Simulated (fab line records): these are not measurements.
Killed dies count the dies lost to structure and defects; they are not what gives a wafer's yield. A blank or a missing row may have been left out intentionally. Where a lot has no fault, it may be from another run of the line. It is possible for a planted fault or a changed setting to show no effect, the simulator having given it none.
Lot-split experiment + flow rit-cmos + route with 202 steps; 5 lots, 23 wafers read

## THE SPLIT ITSELF
At RIT_SDANNEAL_RTA_03 (time 5 s), the setting time-s was moved away from the recipe's 5 s on 9 of the 23 wafers read, by -8.5% to +14.2%. The other wafers ran this setting at the recipe's value.

Split to reading: the file shows no intervening step.

## THE READING
PSD_RS, in ohm/sq, at RIT_SDANNEAL_RS_MEAS_04 (measures by four-point-probe). A value of 115.7 ohm/sq with a standard deviation of 0.31 ohm/sq is what fault-free wafers of this fab line usually give.

| wafer  | tool, chamber at the split | time-s as run, s | against the recipe | PSD_RS, ohm/sq | against lot-mates on the recipe |
|--------|----------------------------|------------------|--------------------|----------------|---------------------------------|
| L074.1 | rtp-anneal-02, 0           | 5                | recipe             | 115.6          | -                               |
| L074.2 | rtp-anneal-02, 0           | 4.575            | -8.5%              | 116.8          | +1.2                            |
| L074.4 | rtp-anneal-02, 0           | 5                | recipe             | 115.5          | -                               |
| L074.5 | rtp-anneal-02, 0           | 4.575            | -8.5%              | 116.9          | +1.4                            |
| L074.6 | rtp-anneal-02, 0           | 4.575            | -8.5%              | 116.8          | +1.2                            |
| L078.1 | rtp-anneal-02, 0           | 5                | recipe             | 115.5          | -                               |
| L078.2 | rtp-anneal-02, 0           | 5                | recipe             | 115.6          | -                               |
| L078.3 | rtp-anneal-02, 0           | 5                | recipe             | 115.4          | -                               |
| L078.4 | rtp-anneal-02, 0           | 5                | recipe             | 115.5          | -                               |
| L078.5 | rtp-anneal-02, 0           | 5                | recipe             | 115.5          | -                               |
| L080.1 | rtp-anneal-02, 0           | 5.708            | +14.2%             | 114.3          | -1.5                            |
| L080.3 | rtp-anneal-02, 0           | 5                | recipe             | 115.6          | -                               |
| L080.4 | rtp-anneal-02, 0           | 5.708            | +14.2%             | 113.5          | -2.3                            |
| L080.5 | rtp-anneal-02, 0           | 5.708            | +14.2%             | 114.2          | -1.6                            |
| L080.6 | rtp-anneal-02, 0           | 5                | recipe             | 116.0          | -                               |
| L082.1 | rtp-anneal-02, 0           | 5                | recipe             | 116.0          | -                               |
| L082.2 | rtp-anneal-02, 0           | 5                | recipe             | 115.9          | -                               |
| L082.3 | rtp-anneal-02, 0           | 5                | recipe             | 115.7          | -                               |
| L083.1 | rtp-anneal-01, 0           | 5.279            | +5.6%              | 114.8          | -0.7                            |
| L083.2 | rtp-anneal-01, 0           | 5                | recipe             | 115.6          | -                               |
| L083.3 | rtp-anneal-01, 0           | 5.279            | +5.6%              | 114.5          | -1.0                            |
| L083.4 | rtp-anneal-01, 0           | 5.279            | +5.6%              | 114.7          | -0.8                            |
| L083.5 | rtp-anneal-01, 0           | 5                | recipe             | 115.4          | -                               |

THE FIT
A straight line over all 23 wafers: PSD_RS changes by -0.127 ohm/sq for each +1% of time-s; r = -0.96; the points scatter about the line by 0.25 ohm/sq.
The same after taking each lot's own level away (the mean of its wafers on the recipe; 23 wafers): -0.136 ohm/sq for each +1%; r = -0.98; scatter 0.18 ohm/sq.
That fit puts the effect of the largest move of time-s on the reading at 1.9 ohm/sq.
Across the lots, their own levels run from 115.50 to 115.87 ohm/sq, a range of 1.2 times the standard deviation given above.
The two slopes agree, so the slope changes little with the lot-to-lot level.
Check: with one of the wafers moved furthest among these (+14.2%) left out of the fit, the line predicts -2.02 ohm/sq for it against its lot-mates. Against them it came out at -1.5 ohm/sq.

## OTHER SPLITS ON THESE WAFERS
Note: prior to the reading, these wafers also went through further splits. Each is held against what the fit with the lots' levels taken away leaves over:
| other split on the same wafers | wafers away from the commonest value | r with PSD_RS (lot level and that fit taken away) |
|--------------------------------|--------------------------------------|---------------------------------------------------|
| RIT_PLDD_SOFTBAKE_02 temp-c    | 9                                    | -0.01                                             |
| RIT_PLDD_IMPLANT_08 energy-kev | 6                                    | -0.17                                             |
| RIT_NSD_COAT_01 resist-thk-nm  | 6                                    | -0.33                                             |

## THE FILE'S OWN FIT
PSD_RS changes by -0.136 ohm/sq for each +1% of time-s, r = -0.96.
